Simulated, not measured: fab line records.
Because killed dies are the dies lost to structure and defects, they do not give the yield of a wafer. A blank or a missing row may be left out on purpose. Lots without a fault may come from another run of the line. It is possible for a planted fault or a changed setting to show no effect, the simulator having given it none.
A lot that was struck, set against a sound lot / flow berkeley cmos170 / 16 steps out of a route of 331
Sound: the wafers L414.1, L414.5, L414.6. Struck: wafer L423.6. The cause is named last.
At each step with rows: each side's tool, then ch and its chambers, then its first start. Under that, the readings that differ: sound wafers / struck wafers / difference of the means / sigmas: that difference in standard deviations of wafers without a fault.
alike: readings with means less than 2 such deviations apart, plus words and numbers identical on both sides. not compared: withheld readings, readings lacking a value on some wafer, bounds such as >300 that could conceal the same value, and numbers that have no deviation in the record and whose values overlap.
The two part at a step that has a row with sigmas, a row that says differs or no value, or rows on one side only. When numbers do not overlap yet have no deviation, they are printed without sigmas and do not part them. Lack of a reading on every wafer of one side parts them only where that side has two or more wafers.

first, 5 steps without rows for these wafers: UCB170_M1_COAT_04 (resist thk 900 nm); UCB170_M1_SOFTBAKE_05 (time 60 s); UCB170_M1_EXPOSE_06 (exposes mask METAL1, target cd 700 nm); UCB170_M1_PEB_07; UCB170_M1_DEVELOP_08 (develop time 45 s).
UCB170_M1_CD_MEAS_09 targets a cd of 700 nm.
  struck on cd sem-02, day 11 09:43; sound on cd sem-01, day 9 03:12
  alike: cd nm
UCB170_M1_OVL_MEAS_10:
  struck on overlay-01, day 11 09:46; sound on overlay-01, day 9 03:19
  alike: M1_OVL
UCB170_M1_ETCH_11: etches BARC in N2/H2.
  sound on rie diel-04 ch 1,2,3, day 9 03:22; struck on rie diel-02 ch 3, day 11 09:47
  alike: drypump motor current A, oes product au, throttle valve pct
UCB170_M1_METAL_ETCH_12: etches Al in Cl2/BCl3, stops on PSG, target depth 780 nm, time 130 s.
  sound on rie metal-03 ch 0,1, day 9 03:24; struck on rie metal-03 ch 0, day 11 10:02
  alike: bcl3 flow sccm, drypump motor current A, oes product au, throttle valve pct
  not compared: rf hours counter h
UCB170_M1_STRIP_13: strips in O2.
  sound on plasma asher-02 ch 0,1, day 9 03:32; struck on plasma asher-04 ch 0, day 11 10:08
reading=oes product au (a.u.); sound=0.723 0.724 0.724; struck=0.713; difference=-0.011; sigmas=-2
  alike: drypump motor current A
  not compared: rf hours counter h
UCB170_M1_CD_MEAS_90 targets a cd of 700 nm.
  struck on cd sem-01, day 11 10:16; sound on cd sem-01, day 9 03:38
  alike: cd nm
then, 1 step without rows for these wafers: UCB170_M1_ANNEAL_14 (time 1200 s).
UCB170_V1_CVD_00: deposits SiO2 from TEOS/O2, target thk 2000 nm, time 250 s.
  sound on pecvd-03 ch 0,1, day 9 07:28; struck on pecvd-01 ch 0, day 11 16:31
reading=model.SiO2_of_V1_CVD_00.thk nm (nm); sound=2009 1983 2029; struck=1450; difference=-557; sigmas=
  alike: heater power w
  not compared: since wet clean h
UCB170_V1_THK_MEAS_01:
  struck on film metro-04, day 11 16:38; sound on film metro-03, day 9 07:38
reading=V1_TEOS_THK (nm); sound=2009 1985 2029; struck=1450; difference=-558; sigmas=-21
UCB170_V1_CMP_02: polishes SiO2.
  sound on cmp-01 ch 0,1,3, day 9 07:58; struck on cmp-01 ch 3, day 11 17:09
reading=retaining ring pressure frac; sound=1.010 1.001 1.007; struck=0.996; difference=-0.010; sigmas=-2
  alike: motor current A
UCB170_M3_PROBE_99:
  only the struck wafers here have rows in the record (prober-01, day 12 07:34); the sound ones have none

## WHERE THEY PART
First at UCB170_M1_STRIP_13; last, within this record, at UCB170_M3_PROBE_99.

WHY: what the simulator had put in
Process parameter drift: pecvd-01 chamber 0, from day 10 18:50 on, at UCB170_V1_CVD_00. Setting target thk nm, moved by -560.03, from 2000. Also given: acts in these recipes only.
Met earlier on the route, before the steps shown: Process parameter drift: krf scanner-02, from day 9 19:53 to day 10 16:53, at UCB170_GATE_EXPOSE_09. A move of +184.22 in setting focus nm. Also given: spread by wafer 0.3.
